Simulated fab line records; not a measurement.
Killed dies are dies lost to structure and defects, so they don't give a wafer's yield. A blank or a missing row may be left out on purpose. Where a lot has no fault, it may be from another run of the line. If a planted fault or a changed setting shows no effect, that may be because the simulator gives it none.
Chamber matching -- flow berkeley_cmos170 -- UCB170_V2_CMP_02 on cmp-02: 4 sister chambers
The step polishes SiO2. 4 wafers are shown with their chamber, then 8 later ones without.

## WAFERS, EACH WITH ITS CHAMBER
wafer,chamber,motor_current_A (A)
L286.2,3,18.9
L288.3,0,18.6
L288.4,2,16.5
L287.1,1,17.9

## WAFERS WITH NO CHAMBER GIVEN
wafer,motor_current_A (A)
L287.3,18.8
L287.4,16.9
L293.3,18.1
L293.4,18.0
L293.6,17.1
L301.1,19.6
L301.2,18.6
L301.4,15.8

## WHICH CHAMBER EACH ONE RAN IN
wafer,from the rows above,in truth
L287.3,can't be placed: 3 or 0 or 1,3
L287.4,can't be placed: 2 or 1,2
L293.3,can't be placed: 1 or 0 or 3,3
L293.4,can't be placed: 1 or 0 or 3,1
L293.6,can't be placed: 2 or 1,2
L301.1,can't be placed: 3 or 0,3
L301.2,can't be placed: 0 or 3 or 1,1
L301.4,2,2
Correctly placed: 1 of 8. Not placeable from these rows: 7 (in 7, the candidates include the true chamber). Placed wrongly: 0.
How it was worked out, from the rows above alone: a wafer's distance from a chamber is the root of the sum, over the readings, of the square of ((its reading less the chamber's mean) divided by the reading's scatter). The wafer belongs to the nearest chamber; if the next one is less than 2 further off, it can't be placed. A chamber's mean is the mean of its shown wafers. The scatter: with one shown wafer a chamber, the root of the mean of the squares of how far each hidden wafer lies from its nearest shown one.
